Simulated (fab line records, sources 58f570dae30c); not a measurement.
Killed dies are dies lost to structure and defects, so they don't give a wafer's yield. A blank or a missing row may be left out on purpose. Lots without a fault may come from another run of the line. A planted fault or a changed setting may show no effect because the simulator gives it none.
fab line records | flow berkeley_cmos170 | part 1 of 2: steps 1 to 26 of 36
record lots=5 wafers=15 last_day=13
route steps=331 shown PWELL@54 WELLDRIVE@55 ACTIVE@60 PFIELD@79 FIELD@89
lots that met no fault: from a run of the same line without faults
start_h: hours from the record's first day to the start of the lot's first wafer shown | wait_h: hours since the lot's step before | " the same as in the row above | L1.1+2: a row that stands for several wafers | - no value, or no start given | * or withheld: withheld | < > ~ a bound
route shown NAME@n: a module of which the file shows steps, and the number in the route of the first | usual: mean/standard deviation of fault-free wafers | same: alike in all rows | chamber/n: place in a boat | sites: the reading at each site | _std_site: their standard deviation | _edge_site: outer sites' mean less inner sites' | radius_mm: how far each site lies from the wafer's centre | mask NAME#n: copy n | behind: the tool/chamber that last shaped the wafer | hold: why the lot was held/for how many hours/how that ended | device: the transistor (n, p or np) that didn't switch | end of line: the same wafers' tests at the end of the route | a step without rows: its recipe alone | killed: dies lost to structure and defects at the first sort, not the wafer's yield | map: a wafer's dies, x killed, . not, _ none there
set.NAME: the setting as run; set.NAME@STEP: as run at that earlier step | model.NAME: the simulator's own value behind a step, which no gauge read
lots at some steps of the route; a table a step, a row a wafer
services: from which hour (start_h, from the record's first day; less than 0 if before it) a tool's chamber was out of use, for how many hours, and why
## steps
# step UCB170_PWELL_WET_ETCH_20
# recipe chemistry=BOE dilution=5:1 target=SiO2 temp_c=25 time_s=22
# columns lot.wafer tool chamber start_h wait_h
L075.1+2+4 wet_bench-02 1 79.49 0.0
L078.1+4+6 wet_bench-04 1 98.99 0.8
L089.1+2+5 wet_bench-02 1 135.30 0.0
L092.1+2+4 wet_bench-01 3 152.58 0.0
L096.1+5+6 wet_bench-04 0 177.14 0.0
# step UCB170_WELLDRIVE_CLEAN_00
# recipe chemistry=SPM temp_c=120 time_s=600
# columns lot.wafer tool chamber start_h wait_h
L075.1+2+4 wet_bench-01 3 79.53 0.0
L078.1+4+6 wet_bench-02 2 99.17 0.2
L089.1+2+5 wet_bench-04 2 135.31 0.0
L092.1+2+4 wet_bench-01 0 152.60 0.0
L096.1+5+6 wet_bench-02 3 177.19 0.0
# step UCB170_WELLDRIVE_OXIDATION_01
# recipe temp_c=1100 ambient=O2 target_thk_a=1990 ox_time_s=9000
# usual spike_tc_load_C=1126.4/2.8
# columns lot.wafer tool chamber start_h wait_h spike_tc_load_C
L075.1 furnace-02 0 79.81 0.1 1124.4
L075.2 " 0 " " 1124.4
L075.4 " 0 " " 1123.8
L078.1 furnace-04 0 100.97 1.6 1122.9
L078.4 " 0 " " 1123.4
L078.6 " 0 " " 1124.2
L089.1 furnace-04 0 139.54 3.9 1123.4
L089.2 " 0 " " 1123.9
L089.5 " 0 " " 1122.2
L092.1 furnace-01 0 156.93 4.2 1129.8
L092.2 " 0 " " 1129.2
L092.4 " 0 " " 1128.6
L096.1 furnace-01 0 180.91 3.5 1129.1
L096.5 " 0 " " 1129.8
L096.6 " 0 " " 1130.2
# step UCB170_WELLDRIVE_THK_MEAS_02
# recipe reads=SiO2_of_WELLDRIVE_OXIDATION_01
# usual WELLDRIVE_OXIDE_THK=202/3.5
# columns lot.wafer tool chamber start_h wait_h WELLDRIVE_OXIDE_THK[nm]
L075.1 film_metro-04 - 83.31 0.0 199
L075.2 " - " " 197
L075.4 " - " " 201
L078.1 film_metro-02 - 104.53 0.1 204
L078.4 " - " " 204
L078.6 " - " " 197
L089.1 film_metro-02 - 143.04 0.0 202
L089.2 " - " " 199
L089.5 " - " " 202
L092.1 film_metro-02 - 160.43 0.0 213
L092.2 " - " " 209
L092.4 " - " " 208
L096.1 film_metro-02 - 184.41 0.0 201
L096.5 " - " " 200
L096.6 " - " " 196
# step UCB170_WELLDRIVE_ANNEAL_03
# recipe temp_c=1100 time_s=900 ambient=N2
# usual spike_tc_load_C=1125.6/2.4
# columns lot.wafer tool chamber start_h wait_h spike_tc_load_C
L075.1 furnace-01 0 87.49 4.2 1128.4
L075.2 " 0 " " 1129.0
L075.4 " 0 " " 1128.4
L078.1 furnace-04 0 108.81 4.3 1123.9
L078.4 " 0 " " 1123.9
L078.6 " 0 " " 1125.4
L089.1 furnace-04 0 145.64 2.6 1123.4
L089.2 " 0 " " 1124.3
L089.5 " 0 " " 1125.6
L092.1 furnace-01 0 166.03 5.6 1130.0
L092.2 " 0 " " 1128.7
L092.4 " 0 " " 1128.4
L096.1 furnace-04 0 188.74 4.3 1123.0
L096.5 " 0 " " 1122.9
L096.6 " 0 " " 1124.7
# step UCB170_WELLDRIVE_WET_ETCH_04
# recipe chemistry=BOE dilution=5:1 target=SiO2 temp_c=25 time_s=120
# columns lot.wafer tool chamber start_h wait_h
L075.1+2+4 wet_bench-02 1 88.74 0.0
L078.1+4+6 wet_bench-02 3 110.06 0.0
L089.1+2+5 wet_bench-02 3 148.28 1.4
L092.1+2+4 wet_bench-01 0 167.42 0.1
L096.1+5+6 wet_bench-02 0 189.99 0.0
# step UCB170_ACTIVE_CLEAN_00
# recipe chemistry=SPM temp_c=120 time_s=600
# columns lot.wafer tool chamber start_h wait_h
L075.1+2+4 wet_bench-04 0 88.83 0.0
L078.1+4+6 wet_bench-04 3 110.10 0.0
L089.1+2+5 wet_bench-04 1 148.52 0.2
L092.1+2+4 wet_bench-02 0 169.78 2.3
L096.1+5+6 wet_bench-04 0 190.03 0.0
# step UCB170_ACTIVE_CLEAN_01
# recipe chemistry=dHF dilution=25:1 time_s=60
# columns lot.wafer tool chamber start_h wait_h
L075.1+2+4 wet_bench-01 0 89.00 0.0
L078.1+4+6 wet_bench-02 0 110.30 0.0
L089.1+2+5 wet_bench-01 0 149.27 0.6
L092.1+2+4 wet_bench-02 2 170.21 0.3
L096.1+5+6 wet_bench-04 0 190.21 0.0
# step UCB170_ACTIVE_OXIDATION_02
# recipe temp_c=1000 ambient=O2 target_thk_a=264 ox_time_s=1226
# usual spike_tc_load_C=1024.7/2.6
# columns lot.wafer tool chamber start_h wait_h spike_tc_load_C
L075.1 furnace-01 0 93.09 4.1 1028.8
L075.2 " 0 " " 1026.9
L075.4 " 0 " " 1030.4
L078.1 furnace-04 0 117.47 7.2 1023.3
L078.4 " 0 " " 1022.8
L078.6 " 0 " " 1022.2
L089.1 furnace-02 0 151.20 1.9 1022.7
L089.2 " 0 " " 1022.9
L089.5 " 0 " " 1023.1
L092.1 furnace-01 0 173.96 3.7 1028.8
L092.2 " 0 " " 1027.5
L092.4 " 0 " " 1025.9
L096.1 furnace-04 0 195.07 4.8 1024.6
L096.5 " 0 " " 1023.1
L096.6 " 0 " " 1022.8
# step UCB170_ACTIVE_THK_MEAS_03
# recipe reads=SiO2_of_ACTIVE_OXIDATION_02
# usual ACTIVE_OXIDE_THK=26.3/0.41
# columns lot.wafer tool chamber start_h wait_h ACTIVE_OXIDE_THK[nm]
L075.1 film_metro-01 - 94.44 0.0 25.9
L075.2 " - " " 26.2
L075.4 " - " " 26.0
L078.1 film_metro-01 - 118.88 0.1 26.5
L078.4 " - " " 26.5
L078.6 " - " " 26.6
L089.1 film_metro-02 - 152.55 0.0 26.0
L089.2 " - " " 26.0
L089.5 " - " " 25.4
L092.1 film_metro-02 - 175.31 0.0 26.1
L092.2 " - " " 26.6
L092.4 " - " " 26.6
L096.1 film_metro-01 - 196.42 0.0 26.4
L096.5 " - " " 25.8
L096.6 " - " " 26.1
# step UCB170_ACTIVE_ANNEAL_04
# recipe temp_c=1000 time_s=900 ambient=N2
# usual spike_tc_load_C=1023.3/1
# columns lot.wafer tool chamber start_h wait_h spike_tc_load_C
L075.1 furnace-04 0 98.39 3.9 1024.1
L075.2 " 0 " " 1024.0
L075.4 " 0 " " 1020.9
L078.1 furnace-02 0 122.84 3.9 1024.3
L078.4 " 0 " " 1021.7
L078.6 " 0 " " 1024.1
L089.1 furnace-02 0 156.74 4.2 1024.5
L089.2 " 0 " " 1024.1
L089.5 " 0 " " 1022.5
L092.1 furnace-04 0 180.64 5.3 1024.2
L092.2 " 0 " " 1020.8
L092.4 " 0 " " 1022.5
L096.1 furnace-02 0 201.19 4.8 1022.6
L096.5 " 0 " " 1025.3
L096.6 " 0 " " 1023.6
# step UCB170_ACTIVE_CVD_05
# recipe material=Si3N4 target_thk_nm=220 temp_c=800 precursor=SiH2Cl2/NH3 time_s=3300 pressure_mtorr=200 sih2cl2_flow_sccm=25 nh3_flow_sccm=75
# usual spike_tc_load_C=823/3.8
# columns lot.wafer tool chamber start_h wait_h spike_tc_load_C
L075.1 lpcvd-02 0 106.69 7.0 827
L075.2 " 0 " " 824
L075.4 " 0 " " 823
L078.1 lpcvd-02 1 124.49 0.4 829
L078.4 " 1 " " 830
L078.6 " 1 " " 830
L089.1 lpcvd-01 0 157.99 0.0 820
L089.2 " 0 " " 818
L089.5 " 0 " " 821
L092.1 lpcvd-01 1 181.89 0.0 821
L092.2 " 1 " " 820
L092.4 " 1 " " 820
L096.1 lpcvd-01 1 202.44 0.0 822
L096.5 " 1 " " 821
L096.6 " 1 " " 821
# step UCB170_ACTIVE_THK_MEAS_06
# recipe reads=Si3N4_of_ACTIVE_CVD_05
# usual ACTIVE_NITRIDE_THK=220.6/2.1
# columns lot.wafer tool chamber start_h wait_h ACTIVE_NITRIDE_THK[nm]
L075.1 film_metro-03 - 108.60 0.0 219.1
L075.2 " - " " 221.5
L075.4 " - " " 220.6
L078.1 film_metro-01 - 127.36 0.0 220.9
L078.4 " - " " 218.8
L078.6 " - " " 220.7
L089.1 film_metro-02 - 159.90 0.0 221.9
L089.2 " - " " 223.5
L089.5 " - " " 221.5
L092.1 film_metro-01 - 183.81 0.0 215.3
L092.2 " - " " 215.3
L092.4 " - " " 218.2
L096.1 film_metro-03 - 204.36 0.0 220.9
L096.5 " - " " 221.1
L096.6 " - " " 220.0
# step UCB170_ACTIVE_HMDS_07
# recipe prime_time_s=60 prime_temp_c=100
# usual prime_temp_c=100.05/0.13 resist_line_temp_C=22.97/0.096
# columns lot.wafer tool chamber start_h wait_h prime_temp_c resist_line_temp_C
L075.1 litho_track-01 0 108.66 0.1 100.34 23.11
L075.2 " 0 " " 100.09 22.96
L075.4 " 0 " " 100.19 23.18
L078.1 litho_track-01 0 127.87 0.5 100.01 22.87
L078.4 " 0 " " 100.01 22.90
L078.6 " 0 " " 99.78 22.89
L089.1 litho_track-03 0 160.40 0.5 100.04 22.97
L089.2 " 0 " " 100.01 23.02
L089.5 " 0 " " 100.21 23.18
L092.1 litho_track-04 0 183.87 0.1 100.32 22.91
L092.2 " 0 " " 100.17 22.77
L092.4 " 0 " " 100.20 23.05
L096.1 litho_track-04 0 204.48 0.1 100.17 22.96
L096.5 " 0 " " 100.27 23.02
L096.6 " 0 " " 100.10 22.82
# step UCB170_ACTIVE_COAT_08
# recipe resist=KrF spin_rpm=1500 resist_thk_nm=900
# usual resist_line_temp_C=23.00/0.092
# columns lot.wafer tool chamber start_h wait_h resist_line_temp_C
L075.1 litho_track-01 0 108.81 0.1 23.05
L075.2 " 0 " " 23.06
L075.4 " 0 " " 22.90
L078.1 litho_track-01 0 128.02 0.1 23.10
L078.4 " 0 " " 23.13
L078.6 " 0 " " 22.97
L089.1 litho_track-03 0 160.55 0.1 22.98
L089.2 " 0 " " 23.00
L089.5 " 0 " " 23.16
L092.1 litho_track-04 0 184.02 0.1 23.21
L092.2 " 0 " " 23.05
L092.4 " 0 " " 23.02
L096.1 litho_track-04 0 204.63 0.1 22.92
L096.5 " 0 " " 22.87
L096.6 " 0 " " 22.82
# step UCB170_ACTIVE_SOFTBAKE_09
# recipe resist=KrF temp_c=130 time_s=60
# usual heater_power_total_W=56.80/0.043 plate_temp_C=129.98/0.14 resist_line_temp_C=23.00/0.11
# columns lot.wafer tool chamber start_h wait_h heater_power_total_W plate_temp_C resist_line_temp_C
L075.1 litho_track-01 0 108.96 0.1 56.80 129.95 23.00
L075.2 " 0 " " 56.79 129.92 23.02
L075.4 " 0 " " 56.82 130.13 22.96
L078.1 litho_track-01 0 128.17 0.1 56.81 130.12 22.92
L078.4 " 0 " " 56.70 130.14 23.15
L078.6 " 0 " " 56.82 130.03 22.92
L089.1 litho_track-03 0 160.70 0.1 56.78 130.07 23.14
L089.2 " 0 " " 56.83 129.80 23.10
L089.5 " 0 " " 56.82 129.80 23.13
L092.1 litho_track-04 0 184.17 0.1 56.81 129.96 23.01
L092.2 " 0 " " 56.79 129.85 22.93
L092.4 " 0 " " 56.83 129.93 23.05
L096.1 litho_track-04 0 204.78 0.1 56.80 129.98 23.08
L096.5 " 0 " " 56.84 130.08 23.15
L096.6 " 0 " " 56.77 130.07 23.00
# step UCB170_ACTIVE_EXPOSE_10
# recipe mask_id=ACTIVE target_cd_nm=1200 na=0.5 sigma_outer=0.6 source_shape=conventional dose_mj=20
# columns lot.wafer tool chamber start_h wait_h mask
L075.1+2+4 krf_scanner-01 0 109.48 0.5 ACTIVE#0
L078.1+4+6 krf_scanner-01 0 128.56 0.4 ACTIVE#0
L089.1+2+5 krf_scanner-02 0 160.90 0.2 ACTIVE#0
L092.1+2+4 krf_scanner-02 0 184.44 0.2 ACTIVE#0
L096.1+5+6 krf_scanner-01 0 204.97 0.2 ACTIVE#0
# step UCB170_ACTIVE_PEB_11
# recipe peb_temp_c=130 peb_time_s=withheld resist=KrF
# usual heater_power_total_W=56.80/0.044 plate_temp_C=129.99/0.13 resist_line_temp_C=23.03/0.11
# columns lot.wafer tool chamber start_h wait_h heater_power_total_W plate_temp_C resist_line_temp_C
L075.1 litho_track-03 0 109.60 0.1 56.84 129.96 23.13
L075.2 " 0 " " 56.77 129.93 22.91
L075.4 " 0 " " 56.74 129.94 23.10
L078.1 litho_track-01 0 128.87 0.3 56.80 129.94 22.94
L078.4 " 0 " " 56.79 129.90 23.05
L078.6 " 0 " " 56.77 130.09 22.88
L089.1 litho_track-04 0 161.17 0.3 56.81 130.09 22.99
L089.2 " 0 " " 56.81 129.95 22.91
L089.5 " 0 " " 56.77 129.92 23.10
L092.1 litho_track-03 0 184.56 0.1 56.84 129.78 23.00
L092.2 " 0 " " 56.75 129.70 23.01
L092.4 " 0 " " 56.79 129.77 22.96
L096.1 litho_track-04 0 205.83 0.8 56.78 129.94 23.02
L096.5 " 0 " " 56.82 129.90 23.18
L096.6 " 0 " " 56.83 130.08 23.11
# step UCB170_ACTIVE_DEVELOP_12
# recipe developer=TMAH develop_time_s=45 resist=KrF dev_temp_c=21
# usual developer_temp_C=20.98/0.11 resist_line_temp_C=23.01/0.088
# same develop_time_s=45
# columns lot.wafer tool chamber start_h wait_h developer_temp_C resist_line_temp_C
L075.1 litho_track-03 0 - - 21.02 23.16
L075.2 " 0 " " 20.94 23.11
L075.4 " 0 " " 20.97 23.01
L078.1 litho_track-01 0 - - 21.09 23.06
L078.4 " 0 " " 21.09 23.06
L078.6 " 0 " " 21.04 22.81
L089.1 litho_track-04 0 - - 21.13 23.01
L089.2 " 0 " " 21.08 23.06
L089.5 " 0 " " 21.00 23.04
L092.1 litho_track-03 0 - - 21.01 22.94
L092.2 " 0 " " 21.05 23.00
L092.4 " 0 " " 20.97 22.96
L096.1 litho_track-04 0 - - 20.97 23.00
L096.5 " 0 " " 21.06 23.05
L096.6 " 0 " " 21.13 23.12
# step UCB170_ACTIVE_CD_MEAS_13
# recipe target_cd_nm=1200
# usual cd_nm=1200.3/1.3
# columns lot.wafer tool chamber start_h wait_h cd_nm
L075.1 cd_sem-02 - 109.87 - 1199.9
L075.2 " - " " 1199.7
L075.4 " - " " 1200.0
L078.1 cd_sem-02 - 129.15 - 1200.1
L078.4 " - " " 1201.2
L078.6 " - " " 1200.9
L089.1 cd_sem-02 - 161.45 - 1199.9
L089.2 " - " " 1200.5
L089.5 " - " " 1198.8
L092.1 cd_sem-01 - 184.83 - 1200.5
L092.2 " - " " 1200.2
L092.4 " - " " 1201.9
L096.1 cd_sem-01 - 206.11 - 1201.1
L096.5 " - " " 1202.3
L096.6 " - " " 1202.1
# step UCB170_ACTIVE_OVL_MEAS_14
# usual ACTIVE_OVL=0/5.1
# columns lot.wafer tool chamber start_h wait_h ACTIVE_OVL[nm]
L075.1 overlay-02 - 109.99 0.1 -2
L075.2 " - " " -2
L075.4 " - " " -1
L078.1 overlay-01 - 129.27 0.1 -9
L078.4 " - " " -6
L078.6 " - " " -8
L089.1 overlay-02 - 161.57 0.1 0
L089.2 " - " " -2
L089.5 " - " " 3
L092.1 overlay-02 - 184.95 0.1 4
L092.2 " - " " 2
L092.4 " - " " -4
L096.1 overlay-02 - 206.23 0.1 8
L096.5 " - " " 2
L096.6 " - " " 2
# step UCB170_ACTIVE_ETCH_15
# recipe chemistry=CH3F/Ar/O2 target=Si3N4 stop_on=SiO2 CH3F_flow_sccm=20 Ar_flow_sccm=50 O2_flow_sccm=7 pressure_mtorr=50 rf_w=450 target_depth_a=2420 over_etch_frac=0.1 time_s=151
# usual drypump_motor_current_A=5.7/0.37 oes_product_au=0.942/0.013 throttle_valve_pct=8.02/0.13
# columns lot.wafer tool chamber start_h wait_h drypump_motor_current_A oes_product_au rf_hours_counter_h throttle_valve_pct
L075.1 rie_diel-01 2 110.03 0.0 6.1 0.937 124 8.13
L075.2 " 1 " " 5.6 0.935 9 7.86
L075.4 " 0 " " 5.2 0.952 14 7.94
L078.1 rie_diel-04 2 129.30 0.0 5.0 0.955 88 8.05
L078.4 " 1 " " 6.3 0.925 36 7.91
L078.6 " 2 " " 4.9 0.945 - 8.03
L089.1 rie_diel-04 0 161.60 0.0 5.7 0.953 4 7.82
L089.2 " 3 " " 5.9 0.946 3 7.98
L089.5 " 3 " " 5.9 0.937 - 7.98
L092.1 rie_diel-04 0 184.99 0.0 5.7 0.930 5 7.82
L092.2 " 3 " " 5.9 0.924 4 8.00
L092.4 " 1 " " 6.3 0.911 39 7.89
L096.1 rie_diel-04 1 206.26 0.0 6.3 0.919 40 7.87
L096.5 " 1 " " 6.3 0.929 - 7.89
L096.6 " 0 " " 5.7 0.944 - 7.83
# step UCB170_ACTIVE_STRIP_16
# recipe chemistry=O2 power_w=400 pressure_mtorr=3500 platen_temp_c=withheld o2_flow_sccm=400 overash_fraction=0.5
# usual drypump_motor_current_A=5.9/0.42 oes_product_au=0.721/0.0041 strip_time_to_endpoint_s=18.10/0.076
# columns lot.wafer tool chamber start_h wait_h drypump_motor_current_A oes_product_au rf_hours_counter_h strip_time_to_endpoint_s
L075.1 plasma_asher-02 0 110.13 0.1 6.4 0.721 37 18.09
L075.2 " 1 " " 5.9 0.715 37 18.06
L075.4 " 0 " " 6.4 0.725 - 18.10
L078.1 plasma_asher-02 0 129.40 0.1 6.4 0.718 40 18.17
L078.4 " 0 " " 6.4 0.725 - 18.20
L078.6 " 1 " " 5.9 0.727 - 18.13
L089.1 plasma_asher-02 0 161.71 0.1 6.4 0.717 44 18.09
L089.2 " 1 " " 5.9 0.717 44 18.02
L089.5 " 1 " " 5.9 0.718 - 18.02
L092.1 plasma_asher-03 0 185.09 0.1 5.6 0.726 42 18.17
L092.2 " 1 " " 5.3 0.726 42 18.13
L092.4 " 1 " " 5.3 0.724 - 18.19
L096.1 plasma_asher-01 1 206.36 0.1 5.4 0.724 10 18.16
L096.5 " 1 " " 5.4 0.722 - 18.22
L096.6 " 0 " " 6.4 0.717 - 18.19
# step UCB170_ACTIVE_CD_MEAS_90
# recipe target_cd_nm=1200
# usual cd_nm=1200.4/1.3
# columns lot.wafer tool chamber start_h wait_h cd_nm
L075.1 cd_sem-02 - 110.23 0.1 1199.7
L075.2 " - " " 1199.5
L075.4 " - " " 1199.8
L078.1 cd_sem-01 - 129.50 0.1 1199.9
L078.4 " - " " 1201.4
L078.6 " - " " 1201.1
L089.1 cd_sem-01 - 161.81 0.1 1200.2
L089.2 " - " " 1200.8
L089.5 " - " " 1199.0
L092.1 cd_sem-01 - 185.19 0.1 1200.5
L092.2 " - " " 1200.4
L092.4 " - " " 1202.1
L096.1 cd_sem-02 - 206.46 0.1 1201.4
L096.5 " - " " 1202.6
L096.6 " - " " 1202.2
# step UCB170_ACTIVE_CLEAN_17
# recipe chemistry=SPM temp_c=120 time_s=600
# columns lot.wafer tool chamber start_h wait_h
L075.1+2+4 wet_bench-04 0 110.47 0.2
L078.1+4+6 wet_bench-04 1 130.94 1.4
L089.1+2+5 wet_bench-04 0 161.93 0.1
L092.1+2+4 wet_bench-01 3 186.56 1.3
L096.1+5+6 wet_bench-01 0 208.60 2.1
# step UCB170_PFIELD_HMDS_00
# recipe prime_time_s=60 prime_temp_c=100
# usual prime_temp_c=100.01/0.12 resist_line_temp_C=22.98/0.11
# columns lot.wafer tool chamber start_h wait_h prime_temp_c resist_line_temp_C
L075.1 litho_track-03 0 110.90 0.2 99.85 22.98
L075.2 " 0 " " 99.94 23.04
L075.4 " 0 " " 99.86 23.04
L078.1 litho_track-01 0 131.39 0.3 99.97 23.08
L078.4 " 0 " " 99.86 23.00
L078.6 " 0 " " 99.92 23.03
L089.1 litho_track-02 0 162.14 0.0 99.89 23.02
L089.2 " 0 " " 99.94 23.09
L089.5 " 0 " " 100.02 23.06
L092.1 litho_track-02 0 186.75 0.0 100.10 23.17
L092.2 " 0 " " 100.15 22.90
L092.4 " 0 " " 100.19 23.03
L096.1 litho_track-03 0 209.33 0.5 100.14 23.05
L096.5 " 0 " " 100.02 22.97
L096.6 " 0 " " 100.12 22.98
